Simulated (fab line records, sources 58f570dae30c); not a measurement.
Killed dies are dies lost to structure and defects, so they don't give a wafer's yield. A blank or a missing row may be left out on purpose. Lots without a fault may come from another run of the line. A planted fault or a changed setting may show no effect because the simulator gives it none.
Which tool did it? | flow berkeley_cmos170 | 8 lots, 24 wafers sampled, at 2 steps of a route of 331

WHAT THE GAUGES READ, wafer by wafer
UCB170_ACTIVE_CD_MEAS_13: target cd 1200 nm.
lot  | measured    | on        | cd_nm (nm)
L859 | day 5 01:38 | cd_sem-02 | 1199.2 1198.0 1201.4
L860 | day 5 01:47 | cd_sem-02 | 1199.5 1199.1 1200.6
L862 | day 5 10:32 | cd_sem-01 | 1202.6 1200.9 1200.6
L864 | day 5 17:58 | cd_sem-01 | 1215.9 1214.1 1215.1
L866 | day 5 17:26 | cd_sem-01 | 1197.7 1198.9 1198.5
L869 | day 6 20:25 | cd_sem-02 | 1206.9 1206.9 1206.8
L875 | day 7 23:26 | cd_sem-01 | 1200.9 1202.3 1201.2
L879 | day 9 03:55 | cd_sem-01 | 1198.8 1199.6 1199.0

WHICH TOOL RAN EACH LOT (tool, then ch and the chambers of the sampled wafers, then the start)
lot  | UCB170_ACTIVE_EXPOSE_10
L859 | krf_scanner-02 ch 0, day 5 00:37
L860 | krf_scanner-01 ch 0, day 5 00:53
L862 | krf_scanner-02 ch 0, day 5 10:04
L864 | krf_scanner-01 ch 0, day 5 17:20
L866 | krf_scanner-02 ch 0, day 5 17:02
L869 | krf_scanner-01 ch 0, day 6 20:02
L875 | krf_scanner-02 ch 0, day 7 22:26
L879 | krf_scanner-02 ch 0, day 9 03:31
- UCB170_ACTIVE_EXPOSE_10: exposes mask ACTIVE, target cd 1200 nm.

THE ANSWER, worked out from the rows above alone
Rule: what is usual is taken from the lots themselves. Put in order of their means at a reading, lots are off if they are a third of the lots or fewer, leave a main group of 4 or more, and stand apart from it by a gap of 3 or more times the standard deviation of the main group's means; of several such gaps the widest counts. A main group whose means are all the same, to the digits that the tables above print for the reading, isn't used. A lot without any number at a reading at which 4 lots or more have one is off too. The other lots that the step has rows for count as sound.
Off: L864, L869, at UCB170_ACTIVE_CD_MEAS_13 (cd_nm). The main group: mean 1199.9 nm, standard deviation 1.1.
A tool fits if, at a process step before that reading, it ran every lot that is off, and no sound lot after the first of them. The gauges at UCB170_ACTIVE_CD_MEAS_13 are tried like those tools. One fits: krf_scanner-01 at UCB170_ACTIVE_EXPOSE_10. Its last sound lot is L860 (day 5 00:53), its first lot that is off L864 (day 5 17:20): a fault that began between those two fits.

WHAT THE SIMULATOR HAD PUT IN
Process parameter drift: krf_scanner-01, from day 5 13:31 on, at UCB170_ACTIVE_EXPOSE_10. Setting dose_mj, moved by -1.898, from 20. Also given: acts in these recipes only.
Lots struck among those shown: L864, L869. The rule above found the same.
